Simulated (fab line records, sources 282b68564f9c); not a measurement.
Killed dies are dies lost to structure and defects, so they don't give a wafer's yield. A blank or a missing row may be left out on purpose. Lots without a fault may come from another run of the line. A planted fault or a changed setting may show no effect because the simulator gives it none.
Split-lot experiment | flow rit_cmos | 4 lots, 18 wafers read, on a route of 202 steps

THE SPLIT
At RIT_GATE_OXIDATION_05 (target thk 3 nm, ox time 270 s), the setting temp_c was moved away from the recipe's 900 C on 10 of the 18 wafers read, by +1.9% to +2.2%. The other wafers ran this setting at the recipe's value.

FROM THE SPLIT TO THE READING: what the file shows between them, 12 steps
- RIT_GATE_DEVELOP_15: develop time 50 s (also split here: dev_temp_c)
- RIT_NLDD_COAT_01: resist thk 1000 nm (also split here: spin_rpm)
- RIT_NLDD_SOFTBAKE_02: time 60 s
- RIT_NLDD_EXPOSE_03: exposes mask M7, target cd 40700 nm
- RIT_NLDD_DEVELOP_05: develop time 50 s
- RIT_NLDD_HARDBAKE_07: time 60 s
- RIT_NLDD_IMPLANT_08 (also split here: energy_kev)
- RIT_PLDD_COAT_01: resist thk 1000 nm (also split here: resist_thk_nm)
- RIT_PLDD_SOFTBAKE_02: time 60 s
- RIT_PLDD_EXPOSE_03: exposes mask M8, target cd 40900 nm
- RIT_PLDD_DEVELOP_05: develop time 50 s
- RIT_PLDD_HARDBAKE_07: time 60 s

THE READING
etest.nmos_0p3.drive_ua_um (the simulator's own value, which no gauge read), at RIT_M1_PROBE_99. The file gives no usual value for it. The 8 wafers here that ran the recipe average 233.7, standard deviation 8.4.

wafer  | tool, chamber at the split | temp_c as run, C | against the recipe | etest.nmos_0p3.drive_ua_um | against lot-mates on the recipe
L074.1 | furnace-03, 0              | 900              | recipe             | 227.5                      | -
L074.4 | furnace-03, 0              | 900              | recipe             | 222.1                      | -
L074.5 | furnace-03, 0              | 900              | recipe             | 222.1                      | -
L076.1 | -, -                       | 917              | +1.9%              | 168.6                      | no lot-mate on the recipe
L076.2 | -, -                       | 917              | +1.9%              | 167.1                      | no lot-mate on the recipe
L076.4 | -, -                       | 917              | +1.9%              | 177.5                      | no lot-mate on the recipe
L076.5 | -, -                       | 917              | +1.9%              | 168.6                      | no lot-mate on the recipe
L076.6 | -, -                       | 917              | +1.9%              | 171.2                      | no lot-mate on the recipe
L081.1 | -, -                       | 900              | recipe             | 238.4                      | -
L081.2 | -, -                       | 900              | recipe             | 246.5                      | -
L081.4 | -, -                       | 900              | recipe             | 236.8                      | -
L081.5 | -, -                       | 900              | recipe             | 235                        | -
L081.6 | -, -                       | 900              | recipe             | 241                        | -
L083.1 | -, -                       | 919.9            | +2.2%              | 159.6                      | no lot-mate on the recipe
L083.3 | -, -                       | 919.9            | +2.2%              | 160.7                      | no lot-mate on the recipe
L083.4 | -, -                       | 919.9            | +2.2%              | 172.3                      | no lot-mate on the recipe
L083.5 | -, -                       | 919.9            | +2.2%              | 167.5                      | no lot-mate on the recipe
L083.6 | -, -                       | 919.9            | +2.2%              | 172.2                      | no lot-mate on the recipe

THE FIT
A straight line over all 18 wafers: etest.nmos_0p3.drive_ua_um changes by -31.5 for each +1% of temp_c; r = -0.98; the points scatter about the line by 7.4.
Too few moved wafers have a lot-mate on the recipe to fit a line with each lot's own level taken away.

THE WHOLE CHAIN: every reading that the file lists as answering this split, in the file's order
step            | what it does | reading                                                                        | change (the file's fit)           | r (the file's)
RIT_M1_PROBE_99 |              | etest.pmos_0p3.r_on_ohm_um (the simulator's own value, which no gauge read)    | +647 for each +1% of the setting  | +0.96
RIT_M1_PROBE_99 |              | etest.nmos_narrow.drive_ua_um (the simulator's own value, which no gauge read) | -32.9 for each +1% of the setting | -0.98
RIT_M1_PROBE_99 |              | etest.nmos_0p3.drive_ua_um (the simulator's own value, which no gauge read)    | -31.5 for each +1% of the setting | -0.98

THE FILE'S OWN FIT
etest.nmos_0p3.drive_ua_um changes by -31.5 for each +1% of temp_c, r = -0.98.
